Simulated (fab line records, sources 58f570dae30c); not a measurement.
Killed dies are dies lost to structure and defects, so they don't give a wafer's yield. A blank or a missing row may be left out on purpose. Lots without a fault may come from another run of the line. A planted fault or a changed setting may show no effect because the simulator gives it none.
Problem report in the 8D (eight disciplines) form, filled by code | flow berkeley_cmos170 | the parts of the form that need people (team, actions taken, sign-off) are left out

1. THE PROBLEM
PLDD_RS at UCB170_SDANNEAL_RS_MEAS_04 reads a mean of 900.6 ohm/sq on 6 wafers of 2 lots; wafers without a fault read 1031.5 ohm/sq with a standard deviation of 2.8. That is -47 standard deviations from the usual mean.
The step: measures by four-point-probe.
First seen on wafer L889.2, day 10 09:21, on film_metro-03. The record holds 42 wafers of 14 lots with a number at this step. Rule for "out", or "out of limits": more than 4 standard deviations from the usual mean. The other wafers with a number count as sound.

2. WHAT IT IS AND WHAT IT IS NOT
question                    | is                           | is not
which readings at this step | PLDD_RS                      | -
which lots                  | L889, L890                   | L878, L879, L880, L881, L883, L884, L885, L886, L888, L893, L896, L897
which wafers of those lots  | all that have a number       | -
read on which gauges        | film_metro-02, film_metro-03 | film_metro-01
when                        | from day 10 09:21            | up to then (27 sound wafers); but 9 sound wafers of L893, L896, L897 came after

3. SUSPECTS, AND WHAT RULES EACH OUT
Counting: a tool at a process step up to the reading stays a suspect if it ran every lot that is out and no sound lot after the first of them.
- the gauge at UCB170_SDANNEAL_RS_MEAS_04: ruled out. The wafers that are out were read on 2 gauges (film_metro-02, film_metro-03).
- furnace-02 at UCB170_SPACER_ANNEAL_02 (time 1800 s): kept. It ran every lot that is out, first L889 (day 10 02:41), and no sound lot after that; its last sound lot up to then is L881 (day 9 05:07). Its own readings are out on those wafers: spike_tc_centre_C, spike_tc_load_C, spike_tc_source_C, tube_center_temp_C, tube_center_temp_C_max.
Left after counting: furnace-02 at UCB170_SPACER_ANNEAL_02.

4. THE CAUSE (what the simulator had put in)
Process parameter drift: furnace-02, from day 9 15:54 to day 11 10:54, at UCB170_SPACER_ANNEAL_02. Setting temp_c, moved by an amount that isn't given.
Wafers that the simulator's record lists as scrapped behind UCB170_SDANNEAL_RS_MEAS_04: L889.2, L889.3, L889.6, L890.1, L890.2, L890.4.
Counting left only this tool.

5. THE CHAIN OF EFFECTS, in route order
Each row: a reading whose mean over the struck wafers that have a number lies more than 3 standard deviations from the usual. Only readings for which the record gives a usual standard deviation are gone through. hours: the time from each lot's start at the first step in this table that gives one to its start at this step, as a median over the lots. sigmas: the change in usual standard deviations.
hours | step                       | reading                | usual         | on struck wafers | change | sigmas
0     | UCB170_SPACER_ANNEAL_02    | spike_tc_centre_C      | 902.6 C       | 952.7            | +50.1  | +46
0     | UCB170_SPACER_ANNEAL_02    | spike_tc_load_C        | 923.2 C       | 972.7            | +49.5  | +22
0     | UCB170_SPACER_ANNEAL_02    | spike_tc_source_C      | 922.1 C       | 972.1            | +50.0  | +26
0     | UCB170_SPACER_ANNEAL_02    | tube_center_temp_C     | 900 C         | 950              | +50    | +99 or more
0     | UCB170_SPACER_ANNEAL_02    | tube_center_temp_C_max | 902.3         | 952.1            | +49.8  | +99 or more
0     | UCB170_SPACER_ANNEAL_02    | zone_power_source_pct  | 25.8 %        | 31.2             | +5.4   | +3.2
7     | UCB170_SDANNEAL_RS_MEAS_04 | PLDD_RS                | 1031.5 ohm/sq | 900.6            | -130.9 | -47
The process steps in it:
- UCB170_SPACER_ANNEAL_02: time 1800 s.

6. WHAT WOULD HAVE CAUGHT IT SOONER
In this record the first reading out of limits at a measuring or inspecting step was taken at day 10 09:21, 17 hours after the fault began at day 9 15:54.
The tool's own readings at UCB170_SPACER_ANNEAL_02 were out on every struck wafer that the step has a row for (spike_tc_centre_C, spike_tc_load_C, spike_tc_source_C, tube_center_temp_C, tube_center_temp_C_max): an alarm limit on them would have fired on the first of those.
All the lots that are out (2) had begun UCB170_SPACER_ANNEAL_02 on furnace-02 by day 10 09:21. A hold on the tool at that time would have spared none of them.
